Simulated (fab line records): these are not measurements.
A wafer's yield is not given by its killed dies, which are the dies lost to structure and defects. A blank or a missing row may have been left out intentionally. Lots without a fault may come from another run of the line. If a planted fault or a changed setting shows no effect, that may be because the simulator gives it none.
Split-lot trial    flow rit-cmos    23 wafers read from 5 lots, route of 202 steps

ABOUT THE SPLIT
At RIT_NRETRO_IMPLANT_08, the setting dose-cm2 was moved away from the recipe's 1e+13 on 10 of the 23 wafers read, by -6.7% to +6.7%. All remaining wafers had this setting at the recipe value.

FROM THE SPLIT TO THE READING: what the file shows between them, 1 step
- RIT_NRETRO_STRIP_09: strips in O2, time 180 s

THE READING
NRETRO_TW, at RIT_NRETRO_TW_MEAS_10. On this fab line, fault-free wafers typically give 1050 with a standard deviation of 12.

wafer   tool, chamber at the split  dose-cm2 as run  against the recipe  NRETRO_TW  against lot-mates on the recipe
L078.2  implanter-04, 0             1e+13            recipe              1066       -
L078.3  implanter-04, 0             1e+13            recipe              1065       -
L078.4  implanter-04, 0             1e+13            recipe              1069       -
L078.5  implanter-04, 0             9.334e+12        -6.7%               1037       -30
L078.6  implanter-04, 0             9.334e+12        -6.7%               1042       -25
L080.1  implanter-02, 0             1e+13            recipe              1038       -
L080.4  implanter-02, 0             1e+13            recipe              1042       -
L080.5  implanter-02, 0             1e+13            recipe              1039       -
L081.1  implanter-04, 0             1.067e+13        +6.7%               1072       +21
L081.2  implanter-04, 0             1e+13            recipe              1054       -
L081.3  implanter-04, 0             1.067e+13        +6.7%               1069       +18
L081.5  implanter-04, 0             1e+13            recipe              1047       -
L081.6  implanter-04, 0             1e+13            recipe              1051       -
L084.2  implanter-04, 0             1e+13            recipe              1038       -
L084.3  implanter-04, 0             9.338e+12        -6.6%               1012       -24
L084.4  implanter-04, 0             9.338e+12        -6.6%               1022       -14
L084.5  implanter-04, 0             9.338e+12        -6.6%               1016       -20
L084.6  implanter-04, 0             1e+13            recipe              1033       -
L085.1  implanter-02, 0             9.671e+12        -3.3%               1025       -12
L085.2  implanter-02, 0             1e+13            recipe              1035       -
L085.3  implanter-02, 0             9.671e+12        -3.3%               1031       -6
L085.5  implanter-02, 0             1e+13            recipe              1040       -
L085.6  implanter-02, 0             9.671e+12        -3.3%               1023       -14

THE FIT
A straight line over all 23 wafers: NRETRO_TW changes by +3.53 for each +1% of dose-cm2; r = +0.75; the points scatter about the line by 12.
The same after taking each lot's own level away (the mean of its wafers on the recipe; 23 wafers): +3.21 for each +1%; r = +0.96; scatter 3.5.
According to that fit, moving dose-cm2 by its largest amount changes the reading by 22.
Across the lots, their own levels run from 1035.5 to 1066.7, a range of 2.6 times the standard deviation given above.
So the lot-to-lot level blurs the effect unless lot-mates are compared.
Check: +21 against its lot-mates is what the line predicts for one of the wafers moved furthest among these (+6.7%) when that wafer is left out of the fit. It came out at +21.3 against them.

OTHER SPLITS APPLIED TO THESE WAFERS
Other splits were also applied to these wafers ahead of the reading. Each is held against what the fit with the lots' levels taken away leaves over:
other split on the same wafers  wafers away from the commonest value  r with NRETRO_TW (lot level and that fit taken away)
RIT_ACTIVE_CVD_03 time-s        15                                    -0.29
RIT_ACTIVE_EXPOSE_08 dose-mj    5                                     -0.25
RIT_FOX1_OXIDATION_00 temp-c    10                                    -0.21
RIT_NWELL_IMPLANT_08 dose-cm2   7                                     -0.14
RIT_PWELL_IMPLANT_08 dose-cm2   7                                     +0.04
RIT_NRETRO_SOFTBAKE_02 temp-c   4                                     +0.02

THE FILE'S OWN FIT
NRETRO_TW changes by +3.31 for each +1% of dose-cm2, r = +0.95.
